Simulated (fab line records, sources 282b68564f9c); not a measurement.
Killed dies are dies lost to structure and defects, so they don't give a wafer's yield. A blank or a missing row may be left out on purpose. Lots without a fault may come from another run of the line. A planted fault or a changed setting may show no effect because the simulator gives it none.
A struck lot beside a sound one | flow rit_cmos | 44 steps out of a route of 202
Sound: wafers L537.1, L537.3, L537.5. Struck: wafers L555.2, L555.3, L555.6. The cause comes at the end.
At each step with rows: each side's tool, then ch and its chambers, then its first start. Under that, the readings that differ: sound wafers | struck wafers | difference of the means | sigmas: that difference in standard deviations of wafers without a fault.
alike: readings whose means differ by less than 2 such deviations, and words and numbers that are the same on both sides. not compared: withheld readings, readings that some wafer has no value for, bounds like >300 that may hide the same value, and numbers for which the record gives no deviation and whose values overlap.
The two part at a step that has a row with sigmas, a row that says differs or no value, or rows on one side only. Numbers that don't overlap but have no deviation are shown without sigmas and don't part them. A reading that every wafer of one side lacks parts them only if that side has two wafers or more.

first, 1 step without rows for these wafers: RIT_PRETRO_IMPLANT_08.
RIT_PRETRO_STRIP_09: strips in O2, time 180 s.
  sound on plasma_asher-02 ch 0,1, day 2 09:56; struck on plasma_asher-01 ch 0,1, day 6 02:58
  alike: drypump_motor_current_A
  not compared: rf_hours_counter_h
RIT_PRETRO_TW_MEAS_10:
  sound on film_metro-04, day 2 10:06; struck on film_metro-01, day 6 03:09
  alike: PRETRO_TW
then, 5 steps without rows for these wafers: RIT_GATE_WET_ETCH_00 (etches SiO2 in BOE, target depth 56 nm, time 60 s); RIT_GATE_CLEAN_01 (cleans in SC1, time 600 s); RIT_GATE_CLEAN_02 (cleans in dHF, time 30 s); RIT_GATE_CLEAN_03 (cleans in SC2, time 600 s); RIT_GATE_CLEAN_04 (cleans in dHF, time 60 s).
RIT_FOX2_THK_MEAS_91:
  sound on film_metro-03, day 2 10:47; struck on film_metro-01, day 6 03:37
  alike: FIELD_OXIDE_LEFT_2_THK
then, 2 steps without rows for these wafers: RIT_GATE_OXIDATION_05 (target thk 3 nm, ox time 270 s); RIT_GATE_ANNEAL_06 (time 600 s).
RIT_GATE_THK_MEAS_07:
  sound on film_metro-02, day 2 12:16; struck on film_metro-01, day 6 05:04
  alike: GATE_OXIDE_THK
RIT_GATE_CVD_08: deposits poly-Si from SiH4, target thk 250 nm, time 2220 s.
  sound on lpcvd-01 ch 1, day 2 12:20; struck on lpcvd-01 ch 0, day 6 05:07
  reading                                  | sound             | struck            | difference | sigmas
  model.poly-Si_of_GATE_CVD_08.thk_nm (nm) | 248.1 249.7 249.2 | 275.4 276.3 276.8 | +27.2      |
  alike: spike_tc_source_C
RIT_GATE_THK_MEAS_09:
  sound on film_metro-01, day 2 13:57; struck on film_metro-01, day 6 06:44
  reading            | sound             | struck            | difference | sigmas
  GATE_POLY_THK (nm) | 248.0 249.6 249.3 | 275.6 276.2 276.9 | +27.3      | +10
then, 6 steps without rows for these wafers: RIT_GATE_HMDS_10 (prime time 60 s); RIT_GATE_COAT_11 (resist thk 850 nm); RIT_GATE_SOFTBAKE_12 (time 60 s); RIT_GATE_EXPOSE_13 (exposes mask M6, target cd 150 nm); RIT_GATE_PEB_14; RIT_GATE_DEVELOP_15 (develop time 50 s).
RIT_GATE_CD_MEAS_16: target cd 150 nm.
  sound on cd_sem-01, day 2 14:59; struck on cd_sem-02, day 6 07:40
  alike: cd_nm
RIT_GATE_OVL_MEAS_17:
  sound on overlay-02, day 2 15:07; struck on overlay-01, day 6 07:46
  alike: GATE_OVL
then, 1 step without rows for these wafers: RIT_GATE_HARDBAKE_18 (time 60 s).
RIT_GATE_ETCH_19: etches poly-Si in SF6/CHF3/O2, stops on SiO2, time 165 s, target depth 312.5 nm.
  sound on rie_si-02 ch 1,2, day 2 15:18; struck on rie_si-02 ch 1,3, day 6 07:57
  reading                          | sound             | struck            | difference | sigmas
  oes_product_au (a.u.)            | 0.843 0.837 0.835 | 0.896 0.918 0.900 | +0.066     | +7
  model.GATE.feature_depth_nm (nm) | 248.1 249.7 249.2 | 275.4 276.3 276.8 | +27.2      |
  model.etch.depth_nm (nm)         | 248.1 249.7 249.2 | 275.4 276.3 276.8 | +27.2      |
  alike: CHF3_flow_sccm, drypump_motor_current_A, throttle_valve_pct
  not compared: rf_hours_counter_h
RIT_GATE_STRIP_20: strips in O2, time 180 s.
  sound on plasma_asher-02 ch 0, day 2 15:25; struck on plasma_asher-02 ch 1, day 6 08:04
  alike: drypump_motor_current_A
  not compared: rf_hours_counter_h
RIT_GATE_CD_MEAS_90: target cd 150 nm.
  sound on cd_sem-01, day 2 15:35; struck on cd_sem-02, day 6 08:15
  alike: cd_nm
then, 4 steps without rows for these wafers: RIT_REOX_CLEAN_00 (cleans in SC1, time 600 s); RIT_REOX_CLEAN_01 (cleans in dHF, time 30 s); RIT_REOX_CLEAN_02 (cleans in SC2, time 600 s); RIT_REOX_OXIDATION_03 (target thk 25.2 nm, ox time 5580 s).
RIT_REOX_THK_MEAS_04:
  sound on film_metro-04, day 2 19:14; struck on film_metro-01, day 6 12:47
  alike: REOX_OXIDE_THK
then, 6 steps without rows for these wafers: RIT_NLDD_HMDS_00 (prime time 60 s); RIT_NLDD_COAT_01 (resist thk 1000 nm); RIT_NLDD_SOFTBAKE_02 (time 60 s); RIT_NLDD_EXPOSE_03 (exposes mask M7, target cd 40700 nm); RIT_NLDD_PEB_04; RIT_NLDD_DEVELOP_05 (develop time 50 s).
RIT_NLDD_OVL_MEAS_06:
  sound on overlay-01, day 2 20:08; struck on overlay-01, day 6 13:42
  alike: NLDD_OVL
then, 2 steps without rows for these wafers: RIT_NLDD_HARDBAKE_07 (time 60 s); RIT_NLDD_IMPLANT_08.
RIT_NLDD_STRIP_09: strips in O2, time 180 s.
  sound on plasma_asher-02 ch 0,1, day 2 20:29; struck on plasma_asher-04 ch 0, day 6 14:02
  alike: drypump_motor_current_A
  not compared: rf_hours_counter_h
RIT_NLDD_TW_MEAS_10:
  sound on film_metro-02, day 2 20:40; struck on film_metro-04, day 6 14:13
  alike: NLDD_TW
RIT_SDANNEAL_CLEAN_02: cleans in SC2, time 600 s.
  sound on wet_bench-02 ch 1, day 3 05:06; struck on wet_bench-02 ch 0, day 6 21:28
  reading                                  | sound             | struck          | difference | sigmas
  model.poly-Si_of_GATE_CVD_08.thk_nm (nm) | 162.4 163.1 163.4 | 188 188.8 189.5 | +26        |
RIT_M1_PROBE_99:
  sound on prober-01, day 3 12:54; struck on prober-02, day 7 05:23
  reading                                          | sound                | struck               | difference | sigmas
  model.etest.pmos_turned.r_on_ohm_um              | 3452 3436 3391       | 3593 3691 3753       | +253       |
  model.etest.pmos_turned.drive_ua_um              | 189.4 187.6 191.9    | 177.8 170.1 164.3    | -18.9      |
  model.etest.poly_comb_over_steps.leak_log10_a_um | -12.81 -12.85 -12.72 | -11.34 -7.748 -11.49 | +2.60      |
  alike: killed_at_contacts, killed_at_front_end, killed_dies, killed_open, killed_short
  not compared: model.etest.nmos_turned.drive_ua_um, model.etest.nmos_0p15.tox_inv_nm

WHERE THEY PART
First at RIT_GATE_THK_MEAS_09; last, within this record, at RIT_GATE_ETCH_19. Later steps at which nothing parts them and some readings are alike: RIT_GATE_STRIP_20, RIT_GATE_CD_MEAS_90, RIT_REOX_THK_MEAS_04, RIT_NLDD_OVL_MEAS_06, RIT_NLDD_STRIP_09, RIT_NLDD_TW_MEAS_10, RIT_M1_PROBE_99.

WHY: what the simulator had put in
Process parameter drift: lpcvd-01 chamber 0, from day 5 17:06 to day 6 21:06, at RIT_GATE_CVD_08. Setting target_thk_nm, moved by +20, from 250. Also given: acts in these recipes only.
